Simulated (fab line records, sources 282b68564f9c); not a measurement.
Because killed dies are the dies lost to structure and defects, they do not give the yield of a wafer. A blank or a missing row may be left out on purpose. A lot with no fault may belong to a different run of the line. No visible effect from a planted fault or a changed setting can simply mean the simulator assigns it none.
fab line records ; flow rit_cmos
[record] lots = 6; wafers = 18; last_day = 5
route steps=202 shown PLDD@121 SPACER@125 NSD@131 M1@202
lots with no fault: from the same line, run without faults
start_h: hours from the record's opening day to when the first of the lot's shown wafers began ; wait_h: hours from the lot's prior step to this one ; " the same as in the row above ; L1.1+2: a single row standing in for several wafers ; - either no value or no given start ; * or withheld: withheld ; < > ~ a bound
route shown NAME@n: a module of which the file shows steps, and the number in the route of the first ; usual: mean/standard deviation taken from wafers without a fault ; same: alike in all rows ; chamber/n: place in a boat ; sites: each site's reading ; _std_site: standard deviation of those values ; _edge_site: mean of outer sites minus mean of inner sites ; radius_mm: how far each site lies from the wafer's centre ; mask NAME#n: copy n ; behind: the tool/chamber that last shaped the wafer ; hold: what put the lot on hold/how long, in hours/how the hold closed ; device: names the non-switching transistor (n, p or np) ; end of line: tests of these same wafers at the route's end ; a step given without rows: its recipe and nothing more ; killed: at the first sort, the dies lost to defects and structure; wafer yield is something else ; map: per-die view of a wafer (x killed, . not killed, _ where there is no die)
set.NAME: the setting as run; set.NAME@STEP: as run at that earlier step ; model.NAME: the simulator's own value behind a step, which no gauge read
certain route steps with their lots: each step a table, each wafer a row
services: when a tool's chamber went out of use (start_h, in hours from the record's first day, below 0 if earlier), for how many hours, and the reason
[[steps]]
[step RIT_PLDD_HARDBAKE_07]
[recipe] resist = NOVOLAK; temp_c = 140; time_s = 60
[step RIT_PLDD_IMPLANT_08]
[recipe] species = BF2; energy_kev = 20; dose_cm2 = 9e+14; tilt_deg = 7
[step RIT_PLDD_STRIP_09]
[recipe] chemistry = O2; time_s = 180; resist = NOVOLAK; platen_temp_c = withheld; power_w = 500; pressure_mtorr = 4000; o2_flow_sccm = 4000
[usual] chamber_pressure_mTorr = 4000/3.7; drypump_motor_current_A = 5.6/0.36
lot.wafer;tool;chamber;start_h;wait_h;chamber_pressure_mTorr;drypump_motor_current_A;rf_hours_counter_h
L327.3;plasma_asher-04;0;43.52;0.1;4007;5.9;-
L327.4;plasma_asher-04;1;43.52;0.1;4003;5.7;-
L327.6;plasma_asher-04;1;43.52;0.1;4001;5.7;-
L333.1;plasma_asher-04;0;73.50;0.1;4000;5.9;45
L333.3;plasma_asher-04;0;73.50;0.1;4002;5.9;-
L333.6;plasma_asher-04;0;73.50;0.1;4001;5.9;-
L334.4;plasma_asher-01;1;78.03;0.1;3992;5.2;-
L334.5;plasma_asher-01;1;78.03;0.1;4005;5.2;-
L334.6;plasma_asher-01;0;78.03;0.1;4005;5.2;-
L338.1;plasma_asher-01;1;97.47;0.1;3999;5.2;22
L338.5;plasma_asher-01;1;97.47;0.1;4000;5.2;-
L338.6;plasma_asher-01;0;97.47;0.1;3996;5.2;-
L341.4;plasma_asher-01;1;113.58;0.1;3996;5.2;-
L341.5;plasma_asher-01;1;113.58;0.1;3995;5.2;-
L341.6;plasma_asher-01;0;113.58;0.1;3999;5.2;-
L342.1;plasma_asher-02;0;117.49;0.1;4007;6.2;51
L342.2;plasma_asher-02;1;117.49;0.1;3999;5.2;51
L342.6;plasma_asher-02;0;117.49;0.1;4003;6.2;-
[step RIT_PLDD_TW_MEAS_10]
[usual] PLDD_TW = 2345/23
lot.wafer;tool;chamber;start_h;wait_h;PLDD_TW
L327.3;film_metro-01;-;43.66;0.1;2358
L327.4;film_metro-01;-;43.66;0.1;2365
L327.6;film_metro-01;-;43.66;0.1;2352
L333.1;film_metro-03;-;73.68;0.1;2375
L333.3;film_metro-03;-;73.68;0.1;2366
L333.6;film_metro-03;-;73.68;0.1;2371
L334.4;film_metro-03;-;78.18;0.1;2372
L334.5;film_metro-03;-;78.18;0.1;2372
L334.6;film_metro-03;-;78.18;0.1;2358
L338.1;film_metro-03;-;97.64;0.1;2362
L338.5;film_metro-03;-;97.64;0.1;2362
L338.6;film_metro-03;-;97.64;0.1;2359
L341.4;film_metro-03;-;113.73;0.1;2380
L341.5;film_metro-03;-;113.73;0.1;2376
L341.6;film_metro-03;-;113.73;0.1;2379
L342.1;film_metro-04;-;117.67;0.1;2313
L342.2;film_metro-04;-;117.67;0.1;2320
L342.6;film_metro-04;-;117.67;0.1;2310
[step RIT_SPACER_CLEAN_00]
[recipe] chemistry = SC1; mix = 3:3:50; time_s = 600; temp_c = 75
[step RIT_SPACER_CLEAN_01]
[recipe] chemistry = dHF; dilution = 50:1; time_s = 30
[step RIT_SPACER_CLEAN_02]
[recipe] chemistry = SC2; mix = 3:3:50; time_s = 600; temp_c = 75; dry = n2_spin
[step RIT_SPACER_CVD_03]
[recipe] material = Si3N4; target_thk_nm = 250; temp_c = 810; precursor = SiH2Cl2/NH3; time_s = 3300; pressure_mtorr = 300; sih2cl2_flow_sccm = 60; nh3_flow_sccm = 150
[step RIT_SPACER_THK_MEAS_04]
[recipe] reads = Si3N4_of_SPACER_CVD_03
[usual] SPACER_NITRIDE_THK = 251.3/2.3
lot.wafer;tool;chamber;start_h;wait_h;SPACER_NITRIDE_THK[nm]
L327.3;film_metro-01;-;46.00;0.0;251.5
L327.4;film_metro-01;-;46.00;0.0;249.4
L327.6;film_metro-01;-;46.00;0.0;250.1
L333.1;film_metro-04;-;76.05;0.0;252.8
L333.3;film_metro-04;-;76.05;0.0;250.9
L333.6;film_metro-04;-;76.05;0.0;253.9
L334.4;film_metro-04;-;80.52;0.0;249.3
L334.5;film_metro-04;-;80.52;0.0;251.2
L334.6;film_metro-04;-;80.52;0.0;252.5
L338.1;film_metro-04;-;100.18;0.0;249.0
L338.5;film_metro-04;-;100.18;0.0;249.8
L338.6;film_metro-04;-;100.18;0.0;250.9
L341.4;film_metro-04;-;116.12;0.0;251.9
L341.5;film_metro-04;-;116.12;0.0;253.6
L341.6;film_metro-04;-;116.12;0.0;252.1
L342.1;film_metro-02;-;120.01;0.0;248.8
L342.2;film_metro-02;-;120.01;0.0;249.5
L342.6;film_metro-02;-;120.01;0.0;249.0
[step RIT_SPACER_ETCHBACK_05]
[recipe] target_depth_a = 2500; SF6_flow_sccm = 30; CHF3_flow_sccm = 30; target = Si3N4; chemistry = SF6/CHF3; pressure_mtorr = 40; rf_w = 250; time_s = 240; stop_on = SiO2
[usual] chamber_pressure_mTorr = 40.00/0.036; drypump_motor_current_A = 5.7/0.46; oes_product_au = 0.843/0.012; throttle_valve_pct = 10.24/0.15
lot.wafer;tool;chamber;start_h;wait_h;chamber_pressure_mTorr;drypump_motor_current_A;oes_product_au;rf_hours_counter_h;throttle_valve_pct
L327.3;rie_diel-01;2;46.04;0.0;40.03;5.7;0.851;23;10.13
L327.4;rie_diel-01;0;46.04;0.0;40.03;5.5;0.808;114;10.44
L327.6;rie_diel-01;1;46.04;0.0;40.05;6.4;0.822;-;10.38
L333.1;rie_diel-01;3;76.11;0.1;40.01;5.1;0.854;98;10.25
L333.3;rie_diel-01;2;76.11;0.1;40.06;5.7;0.846;24;10.12
L333.6;rie_diel-01;2;76.11;0.1;39.95;5.7;0.853;-;10.13
L334.4;rie_diel-04;3;80.55;0.0;40.04;5.8;0.846;21;10.36
L334.5;rie_diel-04;0;80.55;0.0;40.01;6.0;0.847;-;10.38
L334.6;rie_diel-04;1;80.55;0.0;39.95;5.0;0.855;-;10.33
L338.1;rie_diel-01;3;100.24;0.1;39.96;5.2;0.841;98;10.24
L338.5;rie_diel-01;3;100.24;0.1;40.00;5.2;0.846;-;10.26
L338.6;rie_diel-01;2;100.24;0.1;39.86;5.7;0.846;-;10.14
L341.4;rie_diel-04;2;116.22;0.1;39.95;6.7;0.854;-;10.32
L341.5;rie_diel-04;1;116.22;0.1;40.05;4.9;0.847;-;10.32
L341.6;rie_diel-04;0;116.22;0.1;40.00;6.0;0.852;-;10.38
L342.1;rie_diel-02;1;120.07;0.1;39.98;5.7;0.848;89;10.24
L342.2;rie_diel-02;0;120.07;0.1;40.02;5.4;0.834;94;9.97
L342.6;rie_diel-02;0;120.07;0.1;39.97;5.4;0.840;-;9.99
[step RIT_NSD_HMDS_00]
[recipe] prime_time_s = 60; prime_temp_c = 140
[step RIT_NSD_COAT_01]
[recipe] resist = NOVOLAK; spin_rpm = 3250; resist_thk_nm = 1000
[step RIT_NSD_SOFTBAKE_02]
[recipe] resist = NOVOLAK; temp_c = 90; time_s = 60
[usual] heater_power_total_W = 34.57/0.053; plate_temp_C = 90.01/0.13
lot.wafer;tool;chamber;start_h;wait_h;heater_power_total_W;plate_temp_C
L327.3;litho_track-03;0;46.54;0.1;34.61;90.10
L327.4;litho_track-03;0;46.54;0.1;34.50;90.36
L327.6;litho_track-03;0;46.54;0.1;34.61;90.07
L333.1;litho_track-03;0;76.56;0.1;33.39;87.67
L333.3;litho_track-03;0;76.56;0.1;33.42;87.72
L333.6;litho_track-03;0;76.56;0.1;33.22;87.74
L334.4;litho_track-03;0;81.08;0.1;33.31;87.62
L334.5;litho_track-03;0;81.08;0.1;33.36;87.71
L334.6;litho_track-03;0;81.08;0.1;33.26;87.79
L338.1;litho_track-04;0;100.69;0.1;34.57;89.69
L338.5;litho_track-04;0;100.69;0.1;34.57;89.93
L338.6;litho_track-04;0;100.69;0.1;34.56;89.93
L341.4;litho_track-04;0;116.90;0.1;34.65;89.88
L341.5;litho_track-04;0;116.90;0.1;34.59;90.04
L341.6;litho_track-04;0;116.90;0.1;34.59;90.16
L342.1;litho_track-02;0;120.52;0.1;34.63;90.29
L342.2;litho_track-02;0;120.52;0.1;34.45;89.95
L342.6;litho_track-02;0;120.52;0.1;34.58;90.06
[step RIT_NSD_EXPOSE_03]
[recipe] mask_id = M9; na = 0.57; target_cd_nm = 40700; dose_mj = 250
[step RIT_NSD_PEB_04]
[recipe] resist = NOVOLAK; temp_c = withheld; time_s = withheld
[step RIT_NSD_DEVELOP_05]
[recipe] resist = NOVOLAK; develop_time_s = 50; dev_temp_c = 23
[usual] developer_temp_C = 22.98/0.1
lot.wafer;tool;chamber;start_h;wait_h;developer_temp_C;model.NOVOLAK_of_NSD_COAT_01.thk_nm
L327.3;litho_track-03;0;-;-;22.97;1006
L327.4;litho_track-03;0;-;-;23.00;1003
L327.6;litho_track-03;0;-;-;23.02;1006
L333.1;litho_track-03;0;-;-;23.25;1007
L333.3;litho_track-03;0;-;-;22.96;1006
L333.6;litho_track-03;0;-;-;23.09;1006
L334.4;litho_track-03;0;-;-;22.76;1007
L334.5;litho_track-03;0;-;-;23.03;1006
L334.6;litho_track-03;0;-;-;23.01;1002
L338.1;litho_track-04;0;-;-;22.96;1002
L338.5;litho_track-04;0;-;-;22.85;999.6
L338.6;litho_track-04;0;-;-;23.04;1006
L341.4;litho_track-04;0;-;-;22.95;1001
L341.5;litho_track-04;0;-;-;22.88;999.9
L341.6;litho_track-04;0;-;-;22.91;1004
L342.1;litho_track-03;0;-;-;23.01;995.5
L342.2;litho_track-03;0;-;-;22.96;994.2
L342.6;litho_track-03;0;-;-;23.00;997.7
[step RIT_NSD_OVL_MEAS_06]
[usual] NSD_OVL = 0.0/1.4
lot.wafer;tool;chamber;start_h;wait_h;NSD_OVL[nm]
L327.3;overlay-02;-;47.06;-;-2.0
L327.4;overlay-02;-;47.06;-;-1.9
L327.6;overlay-02;-;47.06;-;-1.5
L333.1;overlay-01;-;77.11;-;3.3
L333.3;overlay-01;-;77.11;-;2.9
L333.6;overlay-01;-;77.11;-;2.2
L334.4;overlay-02;-;81.74;-;1.7
L334.5;overlay-02;-;81.74;-;0.4
L334.6;overlay-02;-;81.74;-;0.2
L338.1;overlay-02;-;101.24;-;0.9
L338.5;overlay-02;-;101.24;-;-3.2
L338.6;overlay-02;-;101.24;-;-0.5
L341.4;overlay-01;-;117.40;-;-0.5
L341.5;overlay-01;-;117.40;-;-2.6
L341.6;overlay-01;-;117.40;-;0.2
L342.1;overlay-01;-;121.20;-;1.6
L342.2;overlay-01;-;121.20;-;-0.4
L342.6;overlay-01;-;121.20;-;0.1
[step RIT_M1_PROBE_99]
[usual] killed_at_front_end = 7.5/2.8; killed_dies = 7.6/2.8; killed_open = 3.9/2.1; killed_short = 3.7/1.7
[same] gross_dies = 264; killed_at_M0_to_M3 = 0; killed_at_M4_up = 0; killed_at_back_side = 0; killed_at_contacts = 0; killed_at_other = 0
lot.wafer;tool;chamber;start_h;wait_h;killed_at_front_end;killed_dies;killed_open;killed_short
L327.3;prober-01;-;57.64;0.2;11;11;5;6
L327.4;prober-01;-;57.69;0.2;14;14;7;7
L327.6;prober-01;-;57.79;0.2;5;5;2;3
L333.1;prober-01;-;86.98;0.1;11;11;5;4
L333.3;prober-01;-;87.08;0.2;14;14;9;5
L333.6;prober-01;-;87.23;0.2;6;6;1;5
L334.4;prober-02;-;91.93;0.2;3;3;2;1
L334.5;prober-02;-;91.98;0.2;7;7;1;6
L334.6;prober-02;-;92.03;0.2;9;9;6;3
L338.1;prober-02;-;111.55;0.1;9;9;5;4
L338.5;prober-02;-;111.75;0.2;8;8;5;3
L338.6;prober-02;-;111.80;0.2;4;4;1;3
L342.1;prober-02;-;131.15;0.1;5;5;1;4
L342.2;prober-02;-;131.20;0.1;9;9;7;2
L342.6;prober-02;-;131.40;0.2;8;8;2;6
// killed by level:class
L327.3 FOX2:geometric_particle:open=2 GATE:geometric_particle:open=2 REOX:geometric_particle:short=2 SPACER:geometric_particle:short=2 GATE:geometric_particle:short=1 SPACER:geometric_particle:open=1 SILICIDE:geometric_particle:short=1
L327.4 GATE:geometric_particle:short=4 FOX1:geometric_particle:open=3 GATE:geometric_particle:open=3 FOX1:geometric_particle:short=1 FOX2:geometric_particle:short=1 SILICIDE:geometric_particle:short=1 SILICIDE:geometric_particle:open=1
L327.6 GATE:geometric_particle:short=2 FOX1:geometric_particle:open=1 FOX2:geometric_particle:short=1 GATE:geometric_particle:open=1
L333.1 GATE:geometric_particle:open=2 REOX:geometric_particle:short=2 FOX1:geometric_particle:open=1 FOX2:geometric_particle:open=1 SPACER:geometric_particle:open=1 SPACER:geometric_particle:short=1 SILICIDE:geometric_particle:short=1 NRETRO:coat_microbubble_printed=1
L333.3 FOX2:geometric_particle:open=3 GATE:geometric_particle:short=2 SPACER:geometric_particle:open=2 SILICIDE:geometric_particle:open=2 FOX2:geometric_particle:short=1 GATE:geometric_particle:open=1 REOX:geometric_particle:open=1 REOX:geometric_particle:short=1
L333.6 FOX1:geometric_particle:short=2 GATE:geometric_particle:short=1 SPACER:geometric_particle:short=1 SPACER:geometric_particle:open=1 SILICIDE:geometric_particle:short=1
L334.4 FOX1:geometric_particle:short=1 FOX1:geometric_particle:open=1 REOX:geometric_particle:open=1
L334.5 GATE:geometric_particle:short=3 FOX2:geometric_particle:short=1 REOX:geometric_particle:short=1 SILICIDE:geometric_particle:open=1 SILICIDE:geometric_particle:short=1
L334.6 SILICIDE:geometric_particle:open=4 FOX1:geometric_particle:short=1 FOX1:geometric_particle:open=1 FOX2:geometric_particle:open=1 GATE:geometric_particle:short=1 REOX:geometric_particle:short=1
L338.1 GATE:geometric_particle:short=3 GATE:geometric_particle:open=2 SPACER:geometric_particle:open=2 REOX:geometric_particle:open=1 SPACER:geometric_particle:short=1
L338.5 GATE:geometric_particle:open=3 SPACER:geometric_particle:short=3 SPACER:geometric_particle:open=2
L338.6 SILICIDE:geometric_particle:short=1 GATE:geometric_particle:short=1 REOX:geometric_particle:short=1 REOX:geometric_particle:open=1
L342.1 SPACER:geometric_particle:short=2 GATE:geometric_particle:short=2 GATE:geometric_particle:open=1
L342.2 SPACER:geometric_particle:open=4 FOX1:geometric_particle:open=1 FOX2:geometric_particle:open=1 FOX2:geometric_particle:short=1 REOX:geometric_particle:open=1 SPACER:geometric_particle:short=1
L342.6 FOX1:geometric_particle:short=4 SPACER:geometric_particle:short=2 FOX1:geometric_particle:open=1 SPACER:geometric_particle:open=1
[[services]]
tool;chamber;start_h;hours;kind
rie_diel-02;-;21.92;0.6;repair
rie_diel-01;-;23.02;0.5;repair
rie_diel-02;2;59.42;3.3;repair
rie_diel-04;3;91.18;26.1;repair
plasma_asher-04;-;108.75;9.0;pm
plasma_asher-04;0;108.75;9.0;vent_cycle
plasma_asher-04;1;108.75;9.0;vent_cycle
plasma_asher-04;0;117.75;-;clean
plasma_asher-04;1;117.75;-;clean
[[key]]
[first_sign] step = RIT_NSD_SOFTBAKE_02; reading = heater_power_total_W; direction = down; sigmas = 24; usual = 34.57; struck = 33.33
[effect] step = RIT_NSD_SOFTBAKE_02; reading = plate_temp_C; direction = down; sigmas = 17; usual = *; struck = *
[model_effect] step = RIT_NSD_DEVELOP_05; value = NOVOLAK_of_NSD_COAT_01.thk_nm; without = 999.2; struck = 1006
met_at RIT_NSD_SOFTBAKE_02
struck_wafers L333.1,L333.3,L333.6,L334.4,L334.5,L334.6
tester_left_out L333,L334
onset_between 46.54 76.56
[fault] kind = process_parameter_drift; tool = litho_track-03; chamber = -; onset_h = 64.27; steps = RIT_NSD_SOFTBAKE_02; channel = temp_c; offset = *; shape = step; end_h = 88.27; acts_in = *; stated = *
// tester_left_out: of these lots the tester's yield and bins aren't shown, on N5 and GAA mostly nor the transistor test; their killed dies are dies lost to structure and defects alone, not to doping, threshold or leakage, so they don't give the yield
